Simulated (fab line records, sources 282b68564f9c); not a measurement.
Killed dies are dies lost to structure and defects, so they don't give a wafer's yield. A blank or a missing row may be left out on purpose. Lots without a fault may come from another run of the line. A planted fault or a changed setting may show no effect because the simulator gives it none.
Which tool did it? | flow rit_cmos | 15 lots, 45 wafers sampled, at 5 steps of a route of 202

WHAT THE GAUGES READ, wafer by wafer
RIT_PSD_OVL_MEAS_06.
lot  | measured    | on         | PSD_OVL (nm)
L589 | day 3 11:38 | overlay-01 | -0.3 -1.4 0.9
L590 | day 3 16:56 | overlay-01 | -0.4 2.0 1.4
L591 | day 3 23:32 | overlay-01 | 1.6 0.2 1.3
L592 | day 4 03:43 | overlay-01 | -4.0 -1.0 -2.9
L593 | day 4 08:55 | overlay-02 | -3.5 -0.8 -2.4
L594 | day 4 12:20 | overlay-01 | 0.9 -1.0 -0.8
L595 | day 4 17:26 | overlay-02 | -1.6 -0.3 0.6
L596 | day 5 01:37 | overlay-02 | -0.9 0.4 -0.5
L597 | day 5 03:24 | overlay-01 | 1.7 0.5 2.4
L598 | day 5 09:19 | overlay-01 | -0.5 -0.2 -0.1
L602 | day 6 05:23 | overlay-02 | -1.1 -1.4 0.3
L603 | day 6 09:05 | overlay-01 | 1.3 -0.9 -1.7
L604 | day 6 11:01 | overlay-02 | 1.4 0.6 -1.4
L605 | day 6 18:35 | overlay-01 | 0.4 0.4 -1.7
L607 | day 7 04:51 | overlay-01 | -2.6 -2.2 -1.9

RIT_M1_CD_MEAS_09: target cd 2600 nm.
lot  | measured    | on        | cd_nm (nm)
L589 | day 3 17:24 | cd_sem-01 | 2599.8 2603.5 2602.7
L590 | day 3 22:40 | cd_sem-02 | 2600.5 2601.6 2599.3
L591 | day 4 05:16 | cd_sem-02 | 2603.1 2601.4 2603.3
L592 | day 4 09:18 | cd_sem-01 | 2599.2 2598.8 2598.3
L593 | day 4 14:44 | cd_sem-02 | 2598.3 2601.1 2598.0
L594 | day 4 18:03 | cd_sem-02 | 2598.8 2599.1 2597.9
L595 | day 4 23:07 | cd_sem-02 | 2604.2 2603.6 2603.1
L596 | day 5 07:46 | cd_sem-01 | 2604.4 2605.4 2603.4
L597 | day 5 09:18 | cd_sem-01 | 2601.9 2599.5 2601.9
L598 | day 5 15:04 | cd_sem-01 | 2600.7 2601.9 2601.3
L602 | day 6 11:09 | cd_sem-01 | 2599.7 2601.7 2600.0
L603 | day 6 14:49 | cd_sem-01 | 2594.9 2599.3 2597.8
L604 | day 6 16:51 | cd_sem-02 | 2639.8 2638.6 2637.4 2639.7 2638.7 2637.2
L605 | day 7 00:26 | cd_sem-02 | 2640.1 2642.7 2642.0 2640.1 2642.6 2641.9
L607 | day 7 10:49 | cd_sem-01 | 2632.8 2635.4 2633.8 2632.2 2635.4 2633.5

WHICH TOOL RAN EACH LOT (tool, then ch and the chambers of the sampled wafers, then the start)
lot  | RIT_CONTACT_ETCH_11               | RIT_CONTACT_STRIP_12                | RIT_M1_DEVELOP_08
L589 | rie_diel-02 ch 1,3, day 3 15:09   | plasma_asher-03 ch 0,1, day 3 15:21 | litho_track-02 ch 0, day 3 17:00
L590 | rie_diel-04 ch 0,2,3, day 3 20:27 | plasma_asher-03 ch 0,1, day 3 20:39 | litho_track-01 ch 0, day 3 22:00
L591 | rie_diel-04 ch 1,2,3, day 4 03:04 | plasma_asher-01 ch 0,1, day 4 03:16 | litho_track-02 ch 0, day 4 05:00
L592 | rie_diel-02 ch 1,2,3, day 4 07:05 | plasma_asher-01 ch 0,1, day 4 07:17 | litho_track-04 ch 0, day 4 09:00
L593 | rie_diel-03 ch 0,1,2, day 4 12:25 | plasma_asher-04 ch 0,1, day 4 12:36 | litho_track-02 ch 0, day 4 14:00
L594 | rie_diel-03 ch 0,1,2, day 4 15:50 | plasma_asher-01 ch 0,1, day 4 16:02 | litho_track-01 ch 0, day 4 17:00
L595 | rie_diel-04 ch 0,1,3, day 4 20:50 | plasma_asher-04 ch 0,1, day 4 21:02 | litho_track-02 ch 0, day 4 22:00
L596 | rie_diel-02 ch 0,1,3, day 5 05:01 | plasma_asher-01 ch 0,1, day 5 05:13 | litho_track-01 ch 0, day 5 07:00
L597 | rie_diel-04 ch 0,1,2, day 5 06:56 | plasma_asher-03 ch 1, day 5 07:08   | litho_track-02 ch 0, day 5 09:00
L598 | rie_diel-03 ch 0,1,2, day 5 12:49 | plasma_asher-04 ch 0,1, day 5 13:04 | litho_track-01 ch 0, day 5 14:00
L602 | rie_diel-03 ch 1,2,3, day 6 08:48 | plasma_asher-04 ch 0,1, day 6 08:59 | litho_track-02 ch 0, day 6 10:00
L603 | rie_diel-02 ch 0,2, day 6 12:36   | plasma_asher-01 ch 0,1, day 6 12:48 | litho_track-04 ch 0, day 6 14:00
L604 | rie_diel-04 ch 0,1,2, day 6 14:31 | plasma_asher-04 ch 0,1, day 6 14:43 | litho_track-04 ch 0, day 6 16:00
L605 | rie_diel-02 ch 0,2,3, day 6 22:06 | plasma_asher-04 ch 0,1, day 6 22:17 | litho_track-04 ch 0, day 7 00:00
L607 | rie_diel-03 ch 0,1,2, day 7 08:26 | plasma_asher-04 ch 0,1, day 7 08:37 | litho_track-04 ch 0, day 7 10:00
- RIT_CONTACT_ETCH_11: etches SiO2 in CHF3/CF4/Ar, stops on TiSi2, target depth 480 nm, time 320 s.
- RIT_CONTACT_STRIP_12: strips in O2, time 180 s.
- RIT_M1_DEVELOP_08: develop time 68 s.

WHAT THE TOOLS THEMSELVES READ (means of the sampled wafers that have a number; where no wafer has one, the mark that the record gives instead)
RIT_CONTACT_ETCH_11.
lot  | tool        | drypump_motor_current_A (A) | oes_product_au (a.u.) | throttle_valve_pct (%)
L589 | rie_diel-02 | 5.7                         | 0.970                 | 8.88
L590 | rie_diel-04 | 6.1                         | 0.986                 | 8.87
L591 | rie_diel-04 | 6.1                         | 0.981                 | 8.84
L592 | rie_diel-02 | 5.4                         | 0.984                 | 8.86
L593 | rie_diel-03 | 5.5                         | 0.991                 | 8.99
L594 | rie_diel-03 | 5.5                         | 0.991                 | 8.98
L595 | rie_diel-04 | 5.9                         | 0.983                 | 8.82
L596 | rie_diel-02 | 5.8                         | 0.985                 | 8.89
L597 | rie_diel-04 | 6.0                         | 0.986                 | 8.81
L598 | rie_diel-03 | 5.5                         | 0.989                 | 8.98
L602 | rie_diel-03 | 5.2                         | 0.983                 | 8.84
L603 | rie_diel-02 | 5.6                         | 1.006                 | 8.82
L604 | rie_diel-04 | 6.0                         | 0.986                 | 8.80
L605 | rie_diel-02 | 5.8                         | 0.991                 | 8.84
L607 | rie_diel-03 | 5.5                         | 0.985                 | 8.97

RIT_CONTACT_STRIP_12.
lot  | tool            | drypump_motor_current_A (A)
L589 | plasma_asher-03 | 5.3
L590 | plasma_asher-03 | 5.2
L591 | plasma_asher-01 | 5.2
L592 | plasma_asher-01 | 5.2
L593 | plasma_asher-04 | 5.8
L594 | plasma_asher-01 | 5.5
L595 | plasma_asher-04 | 5.8
L596 | plasma_asher-01 | 5.2
L597 | plasma_asher-03 | 5.2
L598 | plasma_asher-04 | 5.8
L602 | plasma_asher-04 | 5.8
L603 | plasma_asher-01 | 5.5
L604 | plasma_asher-04 | 5.8
L605 | plasma_asher-04 | 5.8
L607 | plasma_asher-04 | 5.8

THE ANSWER, worked out from the rows above alone
Rule: what is usual is taken from the lots themselves. Put in order of their means at a reading, lots are off if they are a third of the lots or fewer, leave a main group of 4 or more, and stand apart from it by a gap of 3 or more times the standard deviation of the main group's means; of several such gaps the widest counts. A main group whose means are all the same, to the digits that the tables above print for the reading, isn't used. A lot without any number at a reading at which 4 lots or more have one is off too. The other lots that the step has rows for count as sound. The gauges are gone through in route order, then the tools' own readings, and for those a lot's mean is taken as printed above. The first step at which some lot is off is used, and at that step the reading that is off furthest; a lot without a number counts as furthest.
Off: L604, L605, L607, at RIT_M1_CD_MEAS_09 (cd_nm). The main group: mean 2600.8 nm, standard deviation 2.
A tool fits if, at a process step before that reading, it ran every lot that is off, and no sound lot after the first of them. The gauges at RIT_M1_CD_MEAS_09 are tried like those tools. Can't be told from this: 2 tools fit, plasma_asher-04 at RIT_CONTACT_STRIP_12, litho_track-04 at RIT_M1_DEVELOP_08.

WHAT THE SIMULATOR HAD PUT IN
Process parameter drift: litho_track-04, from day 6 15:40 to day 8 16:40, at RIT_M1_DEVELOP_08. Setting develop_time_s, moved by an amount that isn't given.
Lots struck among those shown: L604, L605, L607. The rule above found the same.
